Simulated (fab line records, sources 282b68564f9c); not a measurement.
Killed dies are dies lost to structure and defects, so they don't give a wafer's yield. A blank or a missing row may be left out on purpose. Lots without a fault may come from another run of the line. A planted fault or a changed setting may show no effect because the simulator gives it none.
Which tool did it? | flow rit_cmos | 7 lots, 21 wafers sampled, at 2 steps of a route of 202

WHAT THE GAUGES READ, wafer by wafer
RIT_PRETRO_TW_MEAS_10.
lot  | measured    | on            | PRETRO_TW
L977 | day 2 19:34 | film_metro-04 | 470 470 470
L979 | day 3 04:04 | film_metro-04 | 472 469 473
L981 | day 3 11:53 | film_metro-02 | 482 484 481
L983 | day 4 03:07 | film_metro-01 | 481 476 476
L985 | day 4 10:05 | film_metro-04 | 472 469 469
L989 | day 5 03:25 | film_metro-01 | 239 241 238 239 240 240
L992 | day 5 22:38 | film_metro-01 | 241 240 235 240 240 236

WHICH TOOL RAN EACH LOT (tool, then ch and the chambers of the sampled wafers, then the start)
lot  | RIT_PRETRO_IMPLANT_08
L977 | implanter-01 ch 0, day 2 19:15
L979 | implanter-02 ch 0, day 3 03:44
L981 | implanter-01 ch 0, day 3 11:34
L983 | implanter-01 ch 0, day 4 02:47
L985 | implanter-04 ch 0, day 4 09:46
L989 | implanter-01 ch 0, day 5 03:07
L992 | implanter-01 ch 0, day 5 22:19
- RIT_PRETRO_IMPLANT_08

THE ANSWER, worked out from the rows above alone
Rule: what is usual is taken from the lots themselves. Put in order of their means at a reading, lots are off if they are a third of the lots or fewer, leave a main group of 4 or more, and stand apart from it by a gap of 3 or more times the standard deviation of the main group's means; of several such gaps the widest counts. A main group whose means are all the same, to the digits that the tables above print for the reading, isn't used. A lot without any number at a reading at which 4 lots or more have one is off too. The other lots that the step has rows for count as sound.
Off: L989, L992, at RIT_PRETRO_TW_MEAS_10 (PRETRO_TW). The main group: mean 474, standard deviation 4.9.
A tool fits if, at a process step before that reading, it ran every lot that is off, and no sound lot after the first of them. The gauges at RIT_PRETRO_TW_MEAS_10 are tried like those tools. Can't be told from this: 2 tools fit, implanter-01 at RIT_PRETRO_IMPLANT_08, film_metro-01 at RIT_PRETRO_TW_MEAS_10.

WHAT THE SIMULATOR HAD PUT IN
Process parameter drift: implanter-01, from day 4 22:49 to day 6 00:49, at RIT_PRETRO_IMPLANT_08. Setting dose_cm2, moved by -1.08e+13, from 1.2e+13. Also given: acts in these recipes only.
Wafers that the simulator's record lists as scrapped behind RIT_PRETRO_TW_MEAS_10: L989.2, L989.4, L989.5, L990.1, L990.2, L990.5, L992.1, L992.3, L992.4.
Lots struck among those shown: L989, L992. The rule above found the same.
